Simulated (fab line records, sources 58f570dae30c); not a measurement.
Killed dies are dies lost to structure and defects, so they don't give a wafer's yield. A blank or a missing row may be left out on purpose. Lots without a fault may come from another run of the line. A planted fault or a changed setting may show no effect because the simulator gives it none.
Which tool did it? | flow berkeley_cmos170 | 15 lots, 45 wafers sampled, at 3 steps of a route of 331

WHAT THE GAUGES READ, wafer by wafer
UCB170_M2_OVL_MEAS_16. Usual: M2_OVL 0 nm, standard deviation 6.6.
lot  | measured     | on         | M2_OVL (nm) | flag
L824 | day 8 13:35  | overlay-02 | 5 5 -2      |
L823 | day 8 13:54  | overlay-02 | 4 -5 0      |
L825 | day 8 22:33  | overlay-01 | 3 -11 -1    |
L826 | day 9 11:56  | overlay-01 | 9 -1 -4     |
L827 | day 9 12:14  | overlay-01 | -6 -5 -2    |
L829 | day 10 02:10 | overlay-01 | 5 -6 0      |
L832 | day 10 08:47 | overlay-01 | 5 16 6      |
L831 | day 10 13:27 | overlay-02 | -1 -2 9     |
L834 | day 11 10:23 | overlay-02 | 6 -6 -2     |
L836 | day 11 21:00 | overlay-02 | -4 -4 0     |
L840 | day 12 16:44 | overlay-02 | 6 10 3      |
L841 | day 12 18:35 | overlay-02 | 4 6 3       |
L842 | day 12 18:46 | overlay-02 | 0 -3 -11    |
L839 | day 12 19:02 | overlay-02 | 6 13 -1     |
L846 | day 13 09:11 | overlay-02 | 8 0 6       |

UCB170_M2_CD_MEAS_90: target cd 700 nm. Usual: cd_nm 699.9 nm, standard deviation 2.9.
lot  | measured     | on        | cd_nm (nm)        | flag
L824 | day 8 13:58  | cd_sem-02 | 705.7 706.1 706.9 |
L823 | day 8 14:17  | cd_sem-01 | 701.8 702.7 702.7 |
L825 | day 8 22:56  | cd_sem-01 | 701.9 703.3 701.2 |
L826 | day 9 12:32  | cd_sem-01 | 704.7 703.3 702.1 |
L827 | day 9 12:41  | cd_sem-01 | 696.3 697.4 694.5 |
L829 | day 10 02:31 | cd_sem-02 | 702.7 700.8 703.2 |
L832 | day 10 09:10 | cd_sem-01 | 699.7 701.5 698.8 |
L831 | day 10 14:01 | cd_sem-01 | 699.4 696.9 698.8 |
L834 | day 11 10:45 | cd_sem-02 | 704.9 701.7 703.1 |
L836 | day 11 21:26 | cd_sem-01 | 698.6 697.4 701.1 |
L840 | day 12 17:17 | cd_sem-01 | 702.2 702.9 701.1 |
L841 | day 12 19:01 | cd_sem-02 | 699.6 698.0 698.8 |
L842 | day 12 19:07 | cd_sem-01 | 699.2 700.5 703.8 |
L839 | day 12 19:24 | cd_sem-02 | 698.5 700.9 697.3 |
L846 | day 13 09:33 | cd_sem-01 | 698.2 697.3 697.9 |

UCB170_V2_THK_MEAS_01. Usual: V2_TEOS_THK 2002 nm, standard deviation 27.
lot  | measured     | on            | V2_TEOS_THK (nm) | flag
L824 | day 8 14:14  | film_metro-04 | 2023 2040 2071   |
L823 | day 8 14:32  | film_metro-02 | 1983 1992 1993   |
L825 | day 8 23:12  | film_metro-01 | 2010 2028 2066   |
L826 | day 9 12:49  | film_metro-02 | 2012 1999 2017   |
L827 | day 9 12:57  | film_metro-04 | 1969 2005 2016   |
L829 | day 10 02:48 | film_metro-02 | 1994 2008 2004   |
L832 | day 10 09:26 | film_metro-02 | 1986 1996 2034   |
L831 | day 10 14:17 | film_metro-01 | 1999 1994 2022   |
L834 | day 11 11:02 | film_metro-04 | 2032 2012 2019   |
L836 | day 11 21:42 | film_metro-02 | 1984 2043 2054   |
L840 | day 12 17:34 | film_metro-02 | 1959 1961 1967   |
L841 | day 12 19:16 | film_metro-04 | 2022 1966 2010   |
L842 | day 12 19:24 | film_metro-02 | 1976 2017 2018   |
L839 | day 12 19:40 | film_metro-04 | 1947 1972 1965   |
L846 | day 13 09:50 | film_metro-02 | 1944 1990 2011   |

WHICH TOOL RAN EACH LOT (tool, then ch and the chambers of the sampled wafers, then the start)
The record holds no process step before these readings.

WHAT THE TOOLS THEMSELVES READ (means of the sampled wafers that have a number; where no wafer has one, the mark that the record gives instead)
The record holds no such reading with a usual standard deviation.

THE ANSWER, worked out from the rows above alone
Rule: a lot is off if the mean of its wafers that have a number lies more than 3 standard deviations from the usual mean. A lot without any number at a reading at which 4 lots or more have one is off too. The other lots that the step has rows for count as sound. The gauges are gone through in route order, then the tools' own readings, and for those a lot's mean is taken as printed above. The first step at which some lot is off is used, and at that step the reading that is off furthest; a lot without a number counts as furthest.
No lot is off at any reading shown: from this, nothing can be told.

WHAT THE SIMULATOR HAD PUT IN
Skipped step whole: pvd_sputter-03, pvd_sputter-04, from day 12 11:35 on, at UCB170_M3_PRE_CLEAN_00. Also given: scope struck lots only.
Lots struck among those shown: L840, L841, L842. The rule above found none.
